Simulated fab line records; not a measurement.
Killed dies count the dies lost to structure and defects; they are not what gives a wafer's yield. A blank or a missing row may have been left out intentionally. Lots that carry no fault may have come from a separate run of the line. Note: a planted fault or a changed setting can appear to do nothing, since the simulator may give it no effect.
The tool behind it: which one?    flow berkeley-cmos170    39 wafers from 13 lots sampled at 6 of the route's 331 steps

WHAT THE GAUGES READ, wafer by wafer
UCB170_SILICIDE_THK_MEAS_03: measures by xrf.
lot   measured      on             SILICIDE_TI_THK (nm)
L146  day 7 17:22   film-metro-01  29.48 29.94 30.15
L147  day 7 17:40   film-metro-03  30.63 30.08 30.42
L149  day 8 09:43   film-metro-03  30.47 29.97 30.20
L150  day 8 09:55   film-metro-02  30.44 30.52 30.15
L152  day 8 20:35   film-metro-03  30.65 30.67 30.65
L151  day 8 20:44   film-metro-02  30.21 30.35 30.36
L155  day 9 09:35   film-metro-03  30.06 30.21 30.08
L154  day 9 10:11   film-metro-02  30.08 30.38 30.29
L157  day 9 19:15   film-metro-03  30.01 30.18 30.28
L158  day 10 04:30  film-metro-01  30.65 30.25 30.23
L163  day 10 19:26  film-metro-03  30.57 30.40 30.55
L168  day 12 06:31  film-metro-03  30.22 30.52 30.64
L167  day 12 07:02  film-metro-02  30.62 30.11 30.46

UCB170_CONTACT_THK_MEAS_02.
lot   measured      on             CONTACT_PSG_THK (nm)
L146  day 7 20:32   film-metro-01  703 701 705
L147  day 7 20:37   film-metro-03  682 689 690
L149  day 8 12:01   film-metro-03  703 701 706
L150  day 8 13:09   film-metro-03  705 706 708
L152  day 8 22:41   film-metro-01  713 718 710
L151  day 8 22:56   film-metro-03  706 703 696
L155  day 9 12:35   film-metro-01  712 709 704
L154  day 9 15:17   film-metro-04  713 710 708
L157  day 9 21:22   film-metro-03  700 709 701
L158  day 10 06:38  film-metro-04  696 699 699
L163  day 10 21:33  film-metro-01  695 694 699
L168  day 12 08:40  film-metro-04  712 708 712
L167  day 12 10:14  film-metro-01  1161 1167 1163

UCB170_V2_CD_MEAS_90 targets a cd of 700 nm.
lot   measured      on         cd-nm (nm)
L146  day 8 13:11   cd-sem-01  700.5 700.2 700.9
L147  day 8 14:11   cd-sem-02  700.1 701.4 701.8
L149  day 9 08:22   cd-sem-02  700.6 700.3 698.7
L150  day 9 08:36   cd-sem-02  699.0 700.3 698.5
L152  day 9 12:35   cd-sem-02  697.8 697.4 698.8
L151  day 9 14:37   cd-sem-02  697.3 699.5 699.8
L155  day 10 05:17  cd-sem-02  697.8 697.8 699.5
L154  day 10 05:52  cd-sem-01  701.5 701.3 700.1
L157  day 10 12:20  cd-sem-01  699.2 698.0 698.6
L158  day 10 21:56  cd-sem-02  699.7 699.4 699.4
L163  day 11 11:33  cd-sem-01  701.6 702.3 702.0
L168  day 13 02:55  cd-sem-02  701.5 701.2 701.7

WHICH TOOL RAN EACH LOT (tool, then ch and the chambers of the sampled wafers, then the start)
lot   UCB170_CONTACT_CVD_01        UCB170_CONTACT_ETCH_18                         UCB170_V2_STRIP_15
L146  lpcvd-01 ch 1, day 7 18:46   rie-diel-03 ch 1,3, day 8 13:05 or earlier     plasma-asher-03 ch 0,1, day 8 13:05
L147  lpcvd-01 ch 1, day 7 18:46   rie-diel-03 ch 0,2,3, day 8 14:04 or earlier   plasma-asher-02 ch 0,1, day 8 14:04
L149  lpcvd-02 ch 0, day 8 10:11   rie-diel-03 ch 2,3, day 9 08:15 or earlier     plasma-asher-03 ch 0,1, day 9 08:15
L150  lpcvd-01 ch 1, day 8 11:20   rie-diel-02 ch 0,1,3, day 9 08:29 or earlier   plasma-asher-02 ch 0,1, day 9 08:29
L152  lpcvd-02 ch 0, day 8 20:53   rie-diel-02 ch 0,1, day 9 12:29 or earlier     plasma-asher-03 ch 0,1, day 9 12:29
L151  lpcvd-01 ch 1, day 8 21:09   rie-diel-03 ch 2,3, day 9 14:31 or earlier     plasma-asher-03 ch 0,1, day 9 14:31
L155  lpcvd-02 ch 1, day 9 09:55   rie-diel-03 ch 0,2,3, day 10 05:11 or earlier  plasma-asher-03 ch 0,1, day 10 05:11
L154  lpcvd-02 ch 0, day 9 12:35   rie-diel-03 ch 0,2,3, day 10 05:44 or earlier  plasma-asher-03 ch 0,1, day 10 05:44
L157  lpcvd-01 ch 1, day 9 19:35   rie-diel-01 ch 2,3, day 10 12:14 or earlier    plasma-asher-02 ch 0,1, day 10 12:14
L158  lpcvd-01 ch 0, day 10 04:51  rie-diel-03 ch 1,3, day 10 21:50 or earlier    plasma-asher-02 ch 0,1, day 10 21:50
L163  lpcvd-01 ch 0, day 10 19:46  rie-diel-03 ch 0,1, day 11 11:26 or earlier    plasma-asher-02 ch 0,1, day 11 11:26
L168  lpcvd-01 ch 1, day 12 06:52  rie-diel-01 ch 0,3, day 13 02:47 or earlier    plasma-asher-02 ch 0,1, day 13 02:47
L167  lpcvd-02 ch 1, day 12 08:28  rie-diel-02 ch 1,2,3, day 13 09:50 or earlier  -
- UCB170_CONTACT_CVD_01: deposits PSG from SiH4/O2/PH3, target thk 700 nm, time 2820 s.
- UCB170_CONTACT_ETCH_18: etches PSG in CHF3/CF4/Ar, stops on TiSi2, target depth 840 nm, time 195 s.
- UCB170_V2_STRIP_15: strips in O2.

AS READ BY THE TOOLS THEMSELVES (means over the sampled wafers that have a number; for cases with no such wafer, the mark the record gives instead)
UCB170_CONTACT_CVD_01.
lot   tool      zone-power-source-pct (%)
L146  lpcvd-01  7.06
L147  lpcvd-01  7.06
L149  lpcvd-02  7.21
L150  lpcvd-01  7.11
L152  lpcvd-02  7.21
L151  lpcvd-01  7.11
L155  lpcvd-02  7.19
L154  lpcvd-02  7.20
L157  lpcvd-01  7.11
L158  lpcvd-01  7.20
L163  lpcvd-01  7.18
L168  lpcvd-01  7.01
L167  lpcvd-02  7.17

UCB170_CONTACT_ETCH_18.
lot   tool         cf4-flow-sccm (sccm)  drypump-motor-current-A (A)  oes-product-au (a.u.)  throttle-valve-pct (%)
L146  rie-diel-03  15.00                 5.8                          0.914                  6.99
L147  rie-diel-03  15.02                 6.1                          0.890                  6.97
L149  rie-diel-03  15.04                 6.1                          0.902                  6.98
L150  rie-diel-02  14.97                 5.6                          0.903                  6.92
L152  rie-diel-02  15.03                 5.6                          0.905                  6.86
L151  rie-diel-03  15.00                 6.1                          0.897                  6.99
L155  rie-diel-03  14.98                 6.2                          0.900                  6.96
L154  rie-diel-03  14.97                 6.1                          0.899                  6.97
L157  rie-diel-01  15.00                 6.0                          0.898                  6.97
L158  rie-diel-03  15.01                 5.8                          0.906                  6.98
L163  rie-diel-03  14.97                 5.9                          0.911                  6.96
L168  rie-diel-01  15.01                 5.4                          0.880                  7.00
L167  rie-diel-02  14.97                 5.6                          0.996                  7.05

UCB170_V2_STRIP_15.
lot   tool             drypump-motor-current-A (A)  oes-product-au (a.u.)  strip-time-to-endpoint-s (s)
L146  plasma-asher-03  5.4                          0.718                  15.31
L147  plasma-asher-02  6.0                          0.726                  15.41
L149  plasma-asher-03  5.6                          0.721                  15.41
L150  plasma-asher-02  5.6                          0.722                  15.39
L152  plasma-asher-03  5.4                          0.723                  15.25
L151  plasma-asher-03  5.5                          0.722                  15.39
L155  plasma-asher-03  5.4                          0.721                  15.30
L154  plasma-asher-03  5.4                          0.727                  15.34
L157  plasma-asher-02  5.6                          0.719                  15.23
L158  plasma-asher-02  5.6                          0.723                  15.30
L163  plasma-asher-02  5.6                          0.721                  15.25
L168  plasma-asher-02  5.5                          0.720                  15.50

THE ANSWER, worked out from the rows above alone
Rule: the lots themselves supply what counts as usual. The widest of any qualifying gaps counts: lots, ordered by their means at a reading, are off when they make up no more than a third of the lots, leave a main group of 4 or more, and stand apart from it by 3 or more times the standard deviation of that group's means. The tables above print the reading to a certain number of digits; a main group whose means all agree to those digits is not used. A lot without any number at a reading at which 4 lots or more have one is off too. Any other lot the step has rows for is counted as sound. Order of review: gauges by route order, followed by the tools' own readings, for which a lot's mean as printed above is used. At the first step where some lot is off, the reading lying furthest off is the one used; lots without a number count as furthest.
Off: at UCB170_CONTACT_THK_MEAS_02 (CONTACT_PSG_THK), L167. The main group: mean 703 nm, standard deviation 7.
If a tool, at a process step before that reading, ran all the lots that are off and no sound lot after the first of them, it fits. The gauges at UCB170_CONTACT_THK_MEAS_02 aren't tried: what is off there is off at UCB170_CONTACT_ETCH_18 too, on other tools, and a gauge's error can't cause that. One fits: UCB170_CONTACT_CVD_01 on lpcvd-02. Its last sound lot is L154 (day 9 12:35), its first lot that is off L167 (day 12 08:28): a fault that began between those two fits.

WHAT THE SIMULATOR PUT IN
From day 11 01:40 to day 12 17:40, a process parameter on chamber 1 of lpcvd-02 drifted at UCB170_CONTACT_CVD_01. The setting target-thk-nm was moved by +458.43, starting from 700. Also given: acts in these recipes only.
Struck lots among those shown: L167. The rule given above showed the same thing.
